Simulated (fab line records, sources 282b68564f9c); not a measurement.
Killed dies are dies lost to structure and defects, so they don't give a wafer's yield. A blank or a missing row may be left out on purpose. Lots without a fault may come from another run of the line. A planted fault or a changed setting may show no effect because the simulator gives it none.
One fault seen from 2 desks | flow rit_cmos | each desk has only its own numbers; what lay behind them comes last

THE METROLOGY DESK
What the gauges read, lot by lot, whatever tool the lot ran on: means of the sampled wafers that have a number. A lot is out of limits, marked OUT, if its mean lies more than 4 standard deviations from the usual mean; the brackets give that distance.
Columns: A = NLDD_OVL at RIT_NLDD_OVL_MEAS_06, usual 0.1 nm; B = NSD_TW at RIT_NSD_TW_MEAS_10, usual 3101; C = NSD_RS at RIT_SDANNEAL_RS_MEAS_05, usual 84.53 ohm/sq
lot  | first seen here | A    | B               | C
L632 | day 2 17:41     | 1.1  | 3092            | 84.44
L633 | day 3 00:19     | 0.1  | 3090            | 84.63
L634 | day 3 03:40     | -1.1 | 3082            | 84.58
L635 | day 3 08:02     | -2.5 | 3097            | 84.91
L637 | day 3 19:02     | -1.6 | 3073            | 84.22
L639 | day 4 03:57     | 1.3  | 3114            | 84.64
L642 | day 4 19:22     | -2.5 | 3115            | 84.20
L643 | day 5 01:14     | -0.2 | 3067            | 84.63
L644 | day 5 06:28     | 0.9  | 3064            | 84.64
L649 | day 6 07:12     | 2.1  | 2796 (-11) OUT  | 87.51 (+11) OUT
L651 | day 6 16:46     | 0.1  | 2858 (-9.0) OUT | 87.36 (+10) OUT
L653 | day 7 01:55     | -0.5 | 3123            | 84.57
L654 | day 7 07:55     | -1.1 | 3087            | 84.69
L655 | day 7 11:42     | 1.2  | 3125            | 84.87
This desk's finding: out of limits on L649, L651; first on L649, day 6 13:25 (NSD_TW at RIT_NSD_TW_MEAS_10). In limits: L632, L633, L634, L635, L637, L639, L642, L643, L644, L653, L654, L655.

THE TOOL OWNER'S DESK: implanter-01
The tool's own readings at RIT_NSD_IMPLANT_08: means of the sampled wafers that have a number, for each lot that ran on this tool. A lot is out of limits, marked OUT, if its mean lies more than 4 standard deviations from the usual mean; the brackets give that distance.
Columns: A = beam_energy_keV at RIT_NSD_IMPLANT_08, usual 25.000; B = dose_ions_cm2 at RIT_NSD_IMPLANT_08, usual 9.999e+14
lot  | first seen here | A                        | B
L632 | day 2 23:23     | 24.995                   | 1.002e+15
L633 | day 3 06:19     | 24.993                   | 1.000e+15
L639 | day 4 09:38     | 25.000                   | 9.998e+14
L644 | day 5 12:20     | 24.991                   | 1.002e+15
L649 | day 6 13:07     | 17.503 (-99 or more) OUT | 1.001e+15
L651 | day 6 22:25     | 17.508 (-99 or more) OUT | 9.995e+14
This desk's finding: out of limits on L649, L651; first on L649, day 6 13:07 (beam_energy_keV at RIT_NSD_IMPLANT_08). In limits: L632, L633, L639, L644.

PUT TOGETHER
The tool owner's desk could have raised an alarm at day 6 13:07, on L649, L651.
The metrology desk could have raised an alarm at day 6 13:25, on L649, L651.
Of the lots named, all ran RIT_NSD_IMPLANT_08 on implanter-01.

WHAT THE SIMULATOR HAD PUT IN
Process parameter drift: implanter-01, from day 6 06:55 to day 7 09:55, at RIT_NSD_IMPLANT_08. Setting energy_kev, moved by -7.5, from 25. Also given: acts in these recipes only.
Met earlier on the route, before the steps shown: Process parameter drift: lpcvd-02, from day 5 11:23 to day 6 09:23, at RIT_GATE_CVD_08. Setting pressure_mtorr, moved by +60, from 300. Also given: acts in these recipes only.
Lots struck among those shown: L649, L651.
Hours from the fault's start to each desk's first reading out of limits: the tool owner's desk, 6; the metrology desk, 7.
